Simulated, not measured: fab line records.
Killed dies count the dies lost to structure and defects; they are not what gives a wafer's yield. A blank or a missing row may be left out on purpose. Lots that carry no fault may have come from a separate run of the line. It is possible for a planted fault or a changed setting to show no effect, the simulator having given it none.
Which tool was responsible? | flow rit cmos | 14 lots with 42 wafers sampled at 2 steps, on a route of 202 steps

WHAT EACH GAUGE READ, for each wafer
RIT_WELLDRIVE_RS_MEAS_02: uses a four-point probe to measure. Usual: for PWELL_RS the level is 429.8 ohm/sq and the standard deviation is 1.1.
lot  | measured    | on            | PWELL_RS (ohm/sq) | flag
L242 | day 2 04:31 | film metro-02 | 430.8 431.3 429.9 |
L243 | day 2 09:31 | film metro-04 | 430.9 429.1 430.4 |
L244 | day 2 13:35 | film metro-04 | 429.1 429.0 429.1 |
L245 | day 2 19:08 | film metro-01 | 430.3 430.9 431.5 |
L246 | day 3 00:57 | film metro-01 | 431.9 430.9 429.9 |
L247 | day 3 07:14 | film metro-01 | 429.7 428.3 427.9 |
L248 | day 3 11:46 | film metro-04 | 430.4 429.2 429.3 |
L249 | day 3 16:40 | film metro-04 | 430.6 427.5 428.6 |
L250 | day 3 20:53 | film metro-04 | 430.0 429.1 429.4 |
L251 | day 4 03:12 | film metro-02 | 428.3 430.0 429.5 |
L261 | day 6 03:34 | film metro-02 | 429.1 429.0 430.5 |
L263 | day 6 12:55 | film metro-01 | 429.0 428.5 428.4 |
L264 | day 6 18:59 | film metro-04 | 431.8 431.6 431.9 |
L265 | day 6 23:20 | film metro-04 | 430.2 430.8 430.8 |

WHAT TOOL EACH LOT RAN ON (gives the tool, then ch and the chambers of the sampled wafers, and finally the start)
lot  | RIT_ACTIVE_STRIP_14
L242 | plasma asher-03 ch 0,1, day 1 15:01
L243 | plasma asher-03 ch 0,1, day 1 19:50
L244 | plasma asher-01 ch 0,1, day 2 00:54
L245 | plasma asher-03 ch 0,1, day 2 05:58
L246 | plasma asher-03 ch 0,1, day 2 10:50
L247 | plasma asher-01 ch 0,1, day 2 16:56
L248 | plasma asher-01 ch 0,1, day 2 22:07
L249 | plasma asher-03 ch 0,1, day 3 03:01
L250 | plasma asher-01 ch 0,1, day 3 06:54
L251 | plasma asher-01 ch 0,1, day 3 11:50
L261 | plasma asher-03 ch 0,1, day 5 13:54
L263 | plasma asher-02 ch 0,1, day 5 23:53
L264 | plasma asher-02 ch 0,1, day 6 05:04
L265 | plasma asher-03 ch 0,1, day 6 09:58
- RIT_ACTIVE_STRIP_14: strips in O2, time 180 s.

AS READ BY THE TOOLS THEMSELVES (means over the sampled wafers that have a number; for cases with no such wafer, the mark the record gives instead)
RIT_ACTIVE_STRIP_14. Usual: drypump motor current A 6.02 A, standard deviation 0.19; rf refl power W 6.8 W, standard deviation 0.81.
lot  | tool            | drypump motor current A (A) | rf refl power W (W) | flag
L242 | plasma asher-03 | 6.14                        | 6.6                 |
L243 | plasma asher-03 | 6.17                        | 6.5                 |
L244 | plasma asher-01 | 6.08                        | 7.5                 |
L245 | plasma asher-03 | 6.02                        | 6.7                 |
L246 | plasma asher-03 | 6.15                        | 6.5                 |
L247 | plasma asher-01 | 6.00                        | 7.4                 |
L248 | plasma asher-01 | 6.09                        | 8.1                 |
L249 | plasma asher-03 | 6.14                        | 6.6                 |
L250 | plasma asher-01 | 5.99                        | 6.9                 |
L251 | plasma asher-01 | 6.00                        | 7.3                 |
L261 | plasma asher-03 | 6.15                        | 6.6                 |
L263 | plasma asher-02 | 5.84                        | 6.1                 |
L264 | plasma asher-02 | 5.80                        | 6.1                 |
L265 | plasma asher-03 | 6.03                        | 6.8                 |

THE ANSWER, worked out from the rows above alone
Rule: lot off if the mean of its wafers having a number is beyond 3 standard deviations from the usual mean. Also off: a lot with no number at a reading for which 4 or more lots have one. All remaining lots with rows at the step are treated as sound. First the gauges in route order, then the tools' own readings, where a lot's mean is used as printed above. At the first step where some lot is off, the reading lying furthest off is the one used; lots without a number count as furthest.
No lot is off on any of the readings shown, so nothing can be concluded from this.

WHAT THE SIMULATOR PUT IN
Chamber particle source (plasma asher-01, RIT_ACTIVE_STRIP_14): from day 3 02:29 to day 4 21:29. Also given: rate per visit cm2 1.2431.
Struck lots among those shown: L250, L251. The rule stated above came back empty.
